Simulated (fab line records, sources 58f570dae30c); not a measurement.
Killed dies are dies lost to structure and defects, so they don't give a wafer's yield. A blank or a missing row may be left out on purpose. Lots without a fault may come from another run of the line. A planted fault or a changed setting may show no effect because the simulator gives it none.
A struck lot beside a sound one | flow berkeley_cmos170 | 14 steps out of a route of 331
Sound: wafers L974.1, L974.2, L974.4. Struck: wafers L970.1, L970.3, L970.5. The cause comes at the end.
At each step with rows: each side's tool, then ch and its chambers, then its first start. Under that, the readings that differ: sound wafers | struck wafers | difference of the means | sigmas: that difference in standard deviations of wafers without a fault.
alike: readings whose means differ by less than 2 such deviations, and words and numbers that are the same on both sides. not compared: withheld readings, readings that some wafer has no value for, bounds like >300 that may hide the same value, and numbers for which the record gives no deviation and whose values overlap.
The two part at a step that has a row with sigmas, a row that says differs or no value, or rows on one side only. Numbers that don't overlap but have no deviation are shown without sigmas and don't part them. A reading that every wafer of one side lacks parts them only if that side has two wafers or more.

first, 1 step without rows for these wafers: UCB170_PSD_DEVELOP_05 (develop time 45 s).
UCB170_PSD_CD_MEAS_06: target cd 1200 nm.
  sound on cd_sem-02, day 9 16:57; struck on cd_sem-02, day 9 16:40
  alike: cd_nm
UCB170_PSD_OVL_MEAS_07:
  sound on overlay-02, day 9 17:04; struck on overlay-02, day 9 16:47
  alike: PSD_OVL
then, 1 step without rows for these wafers: UCB170_PSD_IMPLANT_08.
UCB170_PSD_STRIP_09: strips in O2.
  sound on plasma_asher-03 ch 0,1, day 9 17:15; struck on plasma_asher-01 ch 1, day 9 16:59
  reading                     | sound       | struck      | difference | sigmas
  drypump_motor_current_A (A) | 5.7 5.0 5.0 | 6.4 6.4 6.4 | +1.2       | +3
  alike: oes_product_au, strip_time_to_endpoint_s
  not compared: rf_hours_counter_h
UCB170_PSD_TW_MEAS_10:
  sound on film_metro-02, day 9 17:21; struck on film_metro-02, day 9 17:05
  alike: PSD_TW
then, 6 steps without rows for these wafers: UCB170_PSD_CLEAN_11 (cleans in SPM, time 600 s); UCB170_NSD_HMDS_00 (prime time 60 s); UCB170_NSD_COAT_01 (resist thk 900 nm); UCB170_NSD_SOFTBAKE_02 (time 60 s); UCB170_NSD_EXPOSE_03 (exposes mask NSELECT MOD, target cd 1200 nm); UCB170_NSD_PEB_04.
UCB170_NSD_DEVELOP_05: develop time 45 s.
  sound on litho_track-03 ch 0, day 9 18:00; struck on litho_track-02, day 9 18:00
  no value came back on the struck wafers for chill_plate_temp_C (C), develop_time_s (s); on the sound wafers chill_plate_temp_C (C) reads 22.84 23.06 22.98
  reading                              | sound             | struck            | difference | sigmas
  model.KrF_of_NSD_COAT_01.thk_nm (nm) | 889.2 887.1 887.5 | 895.7 898.4 893.2 | +7.8       |
UCB170_NSD_CD_MEAS_06: target cd 1200 nm.
  sound on cd_sem-02, day 9 18:47; struck on cd_sem-01, day 9 18:37
  reading    | sound                | struck | difference                    | sigmas
  cd_nm (nm) | 1202.0 1203.4 1202.5 | - - -  | no value on the struck wafers |

WHERE THEY PART
First at UCB170_PSD_STRIP_09; last, within this record, at UCB170_NSD_CD_MEAS_06.

WHY: what the simulator had put in
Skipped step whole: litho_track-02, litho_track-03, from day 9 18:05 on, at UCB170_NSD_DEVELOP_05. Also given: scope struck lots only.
